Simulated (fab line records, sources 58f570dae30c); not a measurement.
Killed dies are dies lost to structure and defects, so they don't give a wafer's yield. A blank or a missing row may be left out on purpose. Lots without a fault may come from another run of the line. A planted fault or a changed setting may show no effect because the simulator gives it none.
Which tool did it? | flow berkeley_cmos170 | 14 lots, 42 wafers sampled, at 4 steps of a route of 331

WHAT THE GAUGES READ, wafer by wafer
UCB170_ACTIVE_CD_MEAS_13: target cd 1200 nm.
lot  | measured    | on        | cd_nm (nm)
L272 | day 4 10:44 | cd_sem-01 | 1199.2 1200.7 1199.9
L273 | day 4 11:04 | cd_sem-01 | 1200.0 1201.2 1200.5
L275 | day 5 02:42 | cd_sem-02 | 1198.8 1198.5 1199.2
L276 | day 5 02:46 | cd_sem-01 | 1201.1 1201.0 1200.2
L277 | day 5 05:38 | cd_sem-01 | 1200.0 1200.2 1199.9
L278 | day 5 15:24 | cd_sem-02 | 1201.3 1201.2 1201.2
L279 | day 5 20:13 | cd_sem-01 | 1199.4 1199.4 1201.2
L280 | day 5 20:20 | cd_sem-01 | 1200.4 1202.0 1200.4
L282 | day 6 15:42 | cd_sem-02 | 1201.0 1200.3 1200.1
L287 | day 7 15:58 | cd_sem-02 | 1201.9 1202.5 1202.5
L289 | day 7 21:14 | cd_sem-02 | 1197.2 1198.3 1197.9
L288 | day 7 21:27 | cd_sem-01 | 1200.5 1199.9 1201.0
L294 | day 8 17:34 | cd_sem-01 | 1201.2 1199.4 1200.8
L295 | day 8 18:04 | cd_sem-02 | 1200.0 1199.8 1198.4

UCB170_M2_OVL_MEAS_16.
lot  | measured     | on         | M2_OVL (nm)
L272 | day 7 13:57  | overlay-01 | -2 1 1
L273 | day 7 13:51  | overlay-02 | 7 -6 5
L275 | day 8 13:56  | overlay-02 | -2 -5 7
L276 | day 8 14:30  | overlay-01 | -6 -4 3
L277 | day 8 14:41  | overlay-02 | -5 -1 -6
L278 | day 8 14:22  | overlay-02 | -1 4 -4
L279 | day 9 09:28  | overlay-01 | 0 -6 -1
L280 | day 9 09:07  | overlay-02 | 7 5 3
L282 | day 10 07:02 | overlay-01 | 3 -4 5
L287 | day 11 10:09 | overlay-01 | -5 -13 -8
L289 | day 11 09:59 | overlay-01 | 3 0 9
L288 | day 11 12:27 | overlay-01 | 0 10 4
L294 | day 11 22:52 | overlay-01 | 4 1 7
L295 | day 12 02:04 | overlay-01 | 8 8 -2

WHICH TOOL RAN EACH LOT (tool, then ch and the chambers of the sampled wafers, then the start)
lot  | UCB170_SDANNEAL_RTA_01           | UCB170_CONTACT_RTA_08
L272 | rtp_anneal-02 ch 0, day 6 18:57  | rtp_anneal-02 ch 0, day 6 23:04
L273 | rtp_anneal-02 ch 0, day 6 18:28  | rtp_anneal-02 ch 0, day 6 22:46
L275 | rtp_anneal-01 ch 0, day 7 21:10  | rtp_anneal-01 ch 0, day 8 00:50
L276 | rtp_anneal-02 ch 0, day 7 21:31  | rtp_anneal-02 ch 0, day 8 01:33
L277 | rtp_anneal-01 ch 0, day 7 21:32  | rtp_anneal-02 ch 0, day 8 01:36
L278 | rtp_anneal-02 ch 0, day 7 21:40  | rtp_anneal-01 ch 0, day 8 01:32
L279 | rtp_anneal-02 ch 0, day 8 15:19  | rtp_anneal-02 ch 0, day 8 20:14
L280 | rtp_anneal-01 ch 0, day 8 15:02  | rtp_anneal-01 ch 0, day 8 19:38
L282 | rtp_anneal-01 ch 0, day 9 09:22  | rtp_anneal-02 ch 0, day 9 14:37
L287 | rtp_anneal-01 ch 0, day 10 12:58 | rtp_anneal-01 ch 0, day 10 18:19
L289 | rtp_anneal-02 ch 0, day 10 08:34 | rtp_anneal-02 ch 0, day 10 13:06
L288 | rtp_anneal-02 ch 0, day 10 12:58 | rtp_anneal-02 ch 0, day 10 18:20
L294 | rtp_anneal-01 ch 0, day 11 04:26 | rtp_anneal-01 ch 0, day 11 08:11
L295 | rtp_anneal-01 ch 0, day 11 04:53 | rtp_anneal-01 ch 0, day 11 10:02
- UCB170_SDANNEAL_RTA_01: time 5 s.
- UCB170_CONTACT_RTA_08: time 10 s.

WHAT THE TOOLS THEMSELVES READ (means of the sampled wafers that have a number; where no wafer has one, the mark that the record gives instead)
UCB170_SDANNEAL_RTA_01.
lot  | tool          | lamp_power_pct (%) | wafer_temp_C_max
L272 | rtp_anneal-02 | 39.41              | 1054.0
L273 | rtp_anneal-02 | 39.46              | 1053.7
L275 | rtp_anneal-01 | 39.86              | 1055.1
L276 | rtp_anneal-02 | 39.47              | 1053.7
L277 | rtp_anneal-01 | 39.86              | 1053.9
L278 | rtp_anneal-02 | 39.44              | 1052.9
L279 | rtp_anneal-02 | 39.40              | 1054.5
L280 | rtp_anneal-01 | 39.88              | 1054.4
L282 | rtp_anneal-01 | 39.80              | 1054.5
L287 | rtp_anneal-01 | 39.84              | 1054.3
L289 | rtp_anneal-02 | 39.42              | 1054.3
L288 | rtp_anneal-02 | 39.46              | 1053.6
L294 | rtp_anneal-01 | 39.79              | 1055.0
L295 | rtp_anneal-01 | 39.83              | 1056.6

UCB170_CONTACT_RTA_08.
lot  | tool          | lamp_power_pct (%) | wafer_temp_C_max
L272 | rtp_anneal-02 | 25.53              | 902.9
L273 | rtp_anneal-02 | 25.54              | 902.9
L275 | rtp_anneal-01 | 25.77              | 903.6
L276 | rtp_anneal-02 | 25.53              | 902.7
L277 | rtp_anneal-02 | 25.54              | 902.8
L278 | rtp_anneal-01 | 25.82              | 903.7
L279 | rtp_anneal-02 | 25.55              | 902.7
L280 | rtp_anneal-01 | 25.80              | 903.2
L282 | rtp_anneal-02 | 25.54              | 902.6
L287 | rtp_anneal-01 | 25.82              | 903.9
L289 | rtp_anneal-02 | 27.20              | 903.0
L288 | rtp_anneal-02 | 27.15              | 904.0
L294 | rtp_anneal-01 | 25.80              | 905.1
L295 | rtp_anneal-01 | 25.79              | 903.6

THE ANSWER, worked out from the rows above alone
Rule: what is usual is taken from the lots themselves. Put in order of their means at a reading, lots are off if they are a third of the lots or fewer, leave a main group of 4 or more, and stand apart from it by a gap of 3 or more times the standard deviation of the main group's means; of several such gaps the widest counts. A main group whose means are all the same, to the digits that the tables above print for the reading, isn't used. A lot without any number at a reading at which 4 lots or more have one is off too. The other lots that the step has rows for count as sound. The gauges are gone through in route order, then the tools' own readings, and for those a lot's mean is taken as printed above. The first step at which some lot is off is used, and at that step the reading that is off furthest; a lot without a number counts as furthest.
Off: L289, L288, at UCB170_CONTACT_RTA_08 (lamp_power_pct). The main group: mean 25.67 %, standard deviation 0.13.
A tool fits if, at that step or a process step before it, it ran every lot that is off, and no sound lot after the first of them. One fits: rtp_anneal-02 at UCB170_SDANNEAL_RTA_01 and UCB170_CONTACT_RTA_08. At UCB170_SDANNEAL_RTA_01 its last sound lot is L279 (day 8 15:19), its first lot that is off L289 (day 10 08:34): a fault that began between those two fits.

WHAT THE SIMULATOR HAD PUT IN
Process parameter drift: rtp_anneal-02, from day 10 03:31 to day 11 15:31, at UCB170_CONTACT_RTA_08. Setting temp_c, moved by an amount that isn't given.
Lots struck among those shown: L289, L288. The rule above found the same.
